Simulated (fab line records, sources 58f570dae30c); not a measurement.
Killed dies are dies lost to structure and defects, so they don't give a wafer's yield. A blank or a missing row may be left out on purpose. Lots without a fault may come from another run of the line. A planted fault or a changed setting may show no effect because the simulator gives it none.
Which tool did it? | flow berkeley_cmos170 | 14 lots, 42 wafers sampled, at 2 steps of a route of 331

WHAT THE GAUGES READ, wafer by wafer
UCB170_V2_THK_MEAS_01.
lot  | measured     | on            | V2_TEOS_THK (nm)
L203 | day 9 04:09  | film_metro-04 | 1951 2011 1996
L202 | day 9 05:07  | film_metro-02 | 1979 1976 2035
L204 | day 9 05:20  | film_metro-02 | 2020 2004 2026
L201 | day 9 05:24  | film_metro-03 | 1957 2006 2000
L200 | day 9 05:37  | film_metro-02 | 2004 1998 2002
L208 | day 10 02:04 | film_metro-02 | 2018 2039 2020
L212 | day 10 10:39 | film_metro-03 | 1907 1995 2017
L213 | day 11 05:01 | film_metro-04 | 2001 1919 1963
L215 | day 11 19:44 | film_metro-02 | 1976 2038 2046
L216 | day 11 20:19 | film_metro-02 | 2006 1972 2017
L217 | day 11 21:46 | film_metro-02 | 1965 1974 2023
L218 | day 12 13:52 | film_metro-02 | 1992 2021 2013
L222 | day 12 23:21 | film_metro-04 | 2015 1996 2039
L221 | day 13 01:49 | film_metro-03 | 1956 2002 1982

WHICH TOOL RAN EACH LOT (tool, then ch and the chambers of the sampled wafers, then the start)
lot  | UCB170_V2_CVD_00
L203 | pecvd-03 ch 0,1,2, day 9 03:59
L202 | pecvd-04 ch 0,1, day 9 04:57
L204 | pecvd-03 ch 0,2, day 9 05:11
L201 | pecvd-01 ch 0,1,2, day 9 05:14
L200 | pecvd-04 ch 0,1,2, day 9 05:30
L208 | pecvd-03 ch 0,1,2, day 10 01:53
L212 | pecvd-03 ch 0,1, day 10 10:29
L213 | pecvd-03 ch 0,1, day 11 04:52
L215 | pecvd-04 ch 0,1, day 11 19:35
L216 | pecvd-01 ch 1,2, day 11 20:05
L217 | pecvd-04 ch 0,1,2, day 11 21:36
L218 | pecvd-01 ch 0,1,2, day 12 13:41
L222 | pecvd-04 ch 0,2, day 12 23:11
L221 | pecvd-01 ch 0,2, day 13 01:38
- UCB170_V2_CVD_00: deposits SiO2 from TEOS/O2, target thk 2000 nm, time 250 s.

WHAT THE TOOLS THEMSELVES READ (means of the sampled wafers that have a number; where no wafer has one, the mark that the record gives instead)
UCB170_V2_CVD_00.
lot  | tool     | heater_power_w (W) | rf_fwd_power_W (W)
L203 | pecvd-03 | 283                | 549.8
L202 | pecvd-04 | 169                | 550.9
L204 | pecvd-03 | 263                | 550.1
L201 | pecvd-01 | 232                | 550.7
L200 | pecvd-04 | 196                | 548.4
L208 | pecvd-03 | 294                | 548.8
L212 | pecvd-03 | 330                | 528.6
L213 | pecvd-03 | 310                | 506.0
L215 | pecvd-04 | 147                | 548.8
L216 | pecvd-01 | 252                | 549.7
L217 | pecvd-04 | 223                | 547.5
L218 | pecvd-01 | 242                | 549.4
L222 | pecvd-04 | 214                | 547.2
L221 | pecvd-01 | 249                | 547.6

THE ANSWER, worked out from the rows above alone
Rule: what is usual is taken from the lots themselves. Put in order of their means at a reading, lots are off if they are a third of the lots or fewer, leave a main group of 4 or more, and stand apart from it by a gap of 3 or more times the standard deviation of the main group's means; of several such gaps the widest counts. A main group whose means are all the same, to the digits that the tables above print for the reading, isn't used. A lot without any number at a reading at which 4 lots or more have one is off too. The other lots that the step has rows for count as sound. The gauges are gone through in route order, then the tools' own readings, and for those a lot's mean is taken as printed above. The first step at which some lot is off is used, and at that step the reading that is off furthest; a lot without a number counts as furthest.
Off: L212, L213, at UCB170_V2_CVD_00 (rf_fwd_power_W). The main group: mean 549.1 W, standard deviation 1.2.
A tool fits if, at that step or a process step before it, it ran every lot that is off, and no sound lot after the first of them. One fits: pecvd-03 at UCB170_V2_CVD_00. Its last sound lot is L208 (day 10 01:53), its first lot that is off L212 (day 10 10:29): a fault that began between those two fits.
The tool's own readings at UCB170_V2_CVD_00 bear it out: on the lots that are off they differ by more than 5 times the standard deviation of the sound lots' means. rf_fwd_power_W reads 517.3 W there against 549.1 W on the sound lots.

WHAT THE SIMULATOR HAD PUT IN
Process parameter drift: pecvd-03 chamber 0, from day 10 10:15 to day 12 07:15, at UCB170_V2_CVD_00. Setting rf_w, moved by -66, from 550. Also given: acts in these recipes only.
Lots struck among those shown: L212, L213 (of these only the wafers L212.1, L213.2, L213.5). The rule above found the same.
